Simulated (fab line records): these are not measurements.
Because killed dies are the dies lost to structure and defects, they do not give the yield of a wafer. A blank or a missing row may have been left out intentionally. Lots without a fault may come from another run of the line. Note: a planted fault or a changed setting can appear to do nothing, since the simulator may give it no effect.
fab line records + flow rit-cmos
[record]
- lots = 13
- wafers = 39
- last-day = 7
route steps=202 shown NSD@134
lots with no fault: from the same line, run without faults
start-h: hours from the record's first day to the start of the lot's first wafer shown + wait-h: hours from the lot's prior step to this one + " identical to the entry in the row above + L1.1+2: a row that stands for several wafers + - no value present, or no start provided + * or withheld: withheld + < > ~ a bound
route shown NAME@n: NAME is a module with steps in the file, n the number in the route of the first one + usual: mean/standard deviation of fault-free wafers + same: alike in all rows + chamber/n: place in a boat + sites: readings site by site + _std_site: standard deviation across them + _edge_site: the outer-site mean with the inner-site mean subtracted + radius-mm: how far each site lies from the wafer's centre + mask NAME#n: copy n + behind: the most recent tool/chamber to have shaped the wafer + hold: the reason the lot was held/the length of the hold in hours/how it ended + device: whichever transistor did not switch (one of n, p or np) + end of line: at the end of the route, the tests of the same wafers + for a step that has no rows: nothing shown but its recipe + killed: dies lost to structure and defects at the first sort, not the wafer's yield + map: shows each die of a wafer: x if killed, . if not, _ if none is there
set.NAME: the setting as run; set.NAME@STEP: as run at that earlier step + model.NAME: the simulator's own value behind a step, which no gauge read
steps of the route over a sample of lots; a table a step, a row a wafer
services: a tool's chamber out of use, with start hour (start-h, from the record's first day; less than 0 if before it), hours out, and reason
[[steps]]
[step RIT_NSD_EXPOSE_03]
[recipe]
- mask-id = M9
- na = 0.57
- target-cd-nm = 40700
- dose-mj = 250
[usual]
- stage-vel-mm-s = 500.04/0.28
[same]
- na = 0.57
| lot.wafer | tool             | chamber | start-h | wait-h | mask    | stage-vel-mm-s |
|-----------|------------------|---------|---------|--------|---------|----------------|
| L963.2    | iline-stepper-02 | 0       | 58.00   | 0.1    | M9#0    | 499.81         |
| L963.3    | "                | 0       | "       | "      | M9#0    | 499.55         |
| L963.4    | "                | 0       | "       | "      | M9#0    | 499.50         |
| L964.2    | iline-stepper-02 | 0       | 71.00   | 0.1    | M9#0    | 500.31         |
| L964.3    | "                | 0       | "       | "      | M9#0    | 500.29         |
| L964.5    | "                | 0       | "       | "      | M9#0    | 499.94         |
| L967.1    | iline-stepper-02 | 0       | 90.10   | 0.1    | M9#0    | 500.11         |
| L967.2    | "                | 0       | "       | "      | M9#0    | 500.19         |
| L967.6    | "                | 0       | "       | "      | M9#0    | 500.36         |
| L970.1    | iline-stepper-02 | 0       | 114.29  | 0.2    | M9#0    | 500.26         |
| L970.3    | "                | 0       | "       | "      | M9#0    | 500.54         |
| L970.4    | "                | 0       | "       | "      | M9#0    | 500.08         |
| L971.1    | iline-stepper-01 | 0       | 114.74  | 0.2    | M9_R1#0 | 500.31         |
| L971.3    | "                | 0       | "       | "      | M9_R1#0 | 500.11         |
| L971.4    | "                | 0       | "       | "      | M9_R1#0 | 500.45         |
| L973.3    | iline-stepper-01 | 0       | 119.22  | 0.1    | M9#0    | 499.74         |
| L973.4    | "                | 0       | "       | "      | M9#0    | 500.13         |
| L973.5    | "                | 0       | "       | "      | M9#0    | 500.02         |
| L972.2    | iline-stepper-02 | 0       | 123.06  | 0.2    | M9#0    | 500.06         |
| L972.4    | "                | 0       | "       | "      | M9#0    | 499.67         |
| L972.5    | "                | 0       | "       | "      | M9#0    | 500.03         |
| L974.2    | iline-stepper-01 | 0       | 123.30  | 0.4    | M9#0    | 499.32         |
| L974.4    | "                | 0       | "       | "      | M9#0    | 499.97         |
| L974.6    | "                | 0       | "       | "      | M9#0    | 499.81         |
| L976.2    | iline-stepper-01 | 0       | 129.04  | 0.1    | M9#0    | 500.24         |
| L976.3    | "                | 0       | "       | "      | M9#0    | 500.25         |
| L976.4    | "                | 0       | "       | "      | M9#0    | 500.65         |
| L982.1    | iline-stepper-02 | 0       | 145.97  | 0.1    | M9#0    | 499.72         |
| L982.3    | "                | 0       | "       | "      | M9#0    | 500.14         |
| L982.6    | "                | 0       | "       | "      | M9#0    | 499.94         |
| L983.1    | iline-stepper-02 | 0       | 153.87  | 0.1    | M9#0    | 500.34         |
| L983.3    | "                | 0       | "       | "      | M9#0    | 500.18         |
| L983.5    | "                | 0       | "       | "      | M9#0    | 499.98         |
| L984.1    | iline-stepper-01 | 0       | 156.27  | 0.2    | M9#0    | 499.55         |
| L984.3    | "                | 0       | "       | "      | M9#0    | 500.16         |
| L984.5    | "                | 0       | "       | "      | M9#0    | 499.77         |
| L986.1    | iline-stepper-01 | 0       | 167.50  | 0.2    | M9#0    | 499.81         |
| L986.4    | "                | 0       | "       | "      | M9#0    | 499.94         |
| L986.6    | "                | 0       | "       | "      | M9#0    | 499.78         |
[[services]]
| tool             | chamber | start-h | hours | kind        |
|------------------|---------|---------|-------|-------------|
| iline-stepper-01 | 0       | 48.18   | -     | calibration |
| iline-stepper-01 | -       | 61.82   | 1.3   | repair      |
| iline-stepper-02 | 0       | 65.64   | -     | calibration |
| iline-stepper-01 | -       | 84.52   | 4.3   | pm          |
| iline-stepper-02 | -       | 91.78   | 1.7   | pm          |
[[key]]
[first-sign]
- step = RIT_NSD_EXPOSE_03
- reading = mask
- direction = changed
effect none on later readings
met-at RIT_NSD_EXPOSE_03
struck-lots L971
tester-left-out L971
[fault]
- kind = wrong-mask
- tool = any
- chamber = -
- onset-h = 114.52
- steps = RIT_NSD_EXPOSE_03
- aux-copy = M9_R1#0
- cd-offset-nm = -350
- scope = struck-lots-only
// tester-left-out: of these lots the tester's yield and bins aren't shown, on N5 and GAA mostly nor the transistor test; their killed dies are dies lost to structure and defects alone, not to doping, threshold or leakage, so they don't give the yield
